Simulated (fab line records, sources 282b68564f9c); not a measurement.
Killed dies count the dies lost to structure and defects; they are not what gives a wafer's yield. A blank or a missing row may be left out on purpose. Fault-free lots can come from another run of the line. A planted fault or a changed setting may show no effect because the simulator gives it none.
Comparing a struck lot with a sound one / flow rit-cmos / 19 out of 202 route steps
Sound: these wafers, L450.1, L450.4, L450.5. Wafers struck: L438.2, L438.3, L438.6. Last of all comes the cause.
Each step with rows lists, per side, the tool, then ch with its chambers, then its first start. Under that, the readings that differ: sound wafers / struck wafers / difference of the means / sigmas: that difference in standard deviations of wafers without a fault.
alike: words and numbers the same on both sides, and readings whose means are apart by under 2 such deviations; not compared: readings that were withheld, readings missing a value for some wafer, numbers with overlapping values and no deviation given by the record, and bounds like >300 which may hide the same value.
A row with sigmas, a row that says differs or no value, or rows on one side alone: a step with any of these is where the two part. Non-overlapping numbers with no deviation appear without sigmas and do not part them. Lack of a reading on every wafer of one side parts them only where that side has two or more wafers.

first, 1 step without rows for these wafers: RIT_SILICIDE_WET_ETCH_00 (etches SiO2 in BOE, target depth 14 nm, time 15 s).
RIT_SILICIDE_SPUTTER_01: material Ti, target thk 30 nm, time 240 s.
  sound on pvd-sputter-04 at day 7 05:08; struck on pvd-sputter-03 at day 4 16:50
  alike: throttle-valve-pct
RIT_SILICIDE_RS_MEAS_02: measurement is done with a four-point probe.
  sound on film-metro-01 at day 7 05:17; struck on film-metro-03 at day 4 17:01
  alike: SILICIDE_TI_RS
RIT_SILICIDE_THK_MEAS_03: measures by xrf.
  sound on film-metro-01 at day 7 05:25; struck on film-metro-03 at day 4 17:07
  alike: SILICIDE_TI_THK
RIT_SILICIDE_RTA_04: time 10 s, ramp up 5 s, ramp down 5 s.
  sound on rtp-anneal-01 ch 0, day 7 05:28; struck on rtp-anneal-02 ch 0, day 4 17:11
reading=wafer_temp_C_max; sound=651.8 651.7 652.0; struck=654.3 655.0 654.4; difference=+2.7; sigmas=+2
then, 1 step without rows for these wafers: RIT_SILICIDE_WET_ETCH_05 (etches Ti in SPM, time 120 s).
RIT_SILICIDE_RTA_06: time 10 s, ramp up 5 s, ramp down 10 s.
  sound on rtp-anneal-01 ch 0, day 7 05:37; struck on rtp-anneal-01 ch 0, day 4 17:17
  alike: wafer_temp_C_max
RIT_CONTACT_CVD_00: deposits SiO2 from TEOS, target thk 400 nm, time 63.55 s.
  sound on pecvd-02 ch 0,1,2, day 7 05:41; struck on pecvd-01 ch 0,1, day 4 17:21
  alike: heater-power-w
RIT_CONTACT_THK_MEAS_01:
  sound on film-metro-03 at day 7 05:44; struck on film-metro-04 at day 4 17:25
  alike: CONTACT_TEOS_THK
then, 3 steps without rows for these wafers: RIT_CONTACT_HMDS_02 (prime time 60 s); RIT_CONTACT_COAT_03 (resist thk 1000 nm); RIT_CONTACT_SOFTBAKE_04 (time 60 s).
RIT_CONTACT_EXPOSE_05: exposes mask M11, target cd 1000 nm.
  sound on iline-stepper-01 ch 0, day 7 06:22; struck on iline-stepper-02 ch 0, day 4 18:03
reading=model.CONTACT.overlay-x-nm (nm); sound=0.3497 0.3497 0.3497; struck=166.3 166.3 166.3; difference=+166.0; sigmas=
  alike: mask, reticle-temp-C
then, 2 steps without rows for these wafers: RIT_CONTACT_PEB_06; RIT_CONTACT_DEVELOP_07 (develop time 120 s).
RIT_CONTACT_CD_MEAS_08: the cd target is 1000 nm.
  sound on cd-sem-02 at day 7 07:05; struck on cd-sem-01 at day 4 18:34
  alike: cd-nm
RIT_CONTACT_OVL_MEAS_09:
  sound on overlay-01 at day 7 07:13; struck on overlay-01 at day 4 18:41
reading=CONTACT_OVL (nm); sound=-1.5 1.3 -1.2; struck=167.7 167.2 167.9; difference=+168.1; sigmas=+99 or more
then, 1 step without rows for these wafers: RIT_CONTACT_HARDBAKE_10 (time 60 s).
RIT_M1_PROBE_99:
  sound on prober-01 at day 7 12:54; struck on prober-02 at day 4 23:53
reading=killed-on-rim; sound=1 6 5; struck=1 1 0; difference=-3; sigmas=-3
reading=model.etest.contact-to-gate.bv-left-v (V); sound=91.06 90.76 88.82; struck=174.6 174.9 176; difference=+85.0; sigmas=
reading=model.etest.contact-to-gate.bv-right-v (V); sound=90.8 91.69 90.83; struck=8.764 6.891 8.323; difference=-83.114; sigmas=
  alike: killed-at-contacts, killed-at-front-end, killed-dies, killed-open, killed-short

## WHERE THEY PART
First at RIT_SILICIDE_RTA_04; last, within this record, at RIT_M1_PROBE_99.

WHY: the cause the simulator had injected
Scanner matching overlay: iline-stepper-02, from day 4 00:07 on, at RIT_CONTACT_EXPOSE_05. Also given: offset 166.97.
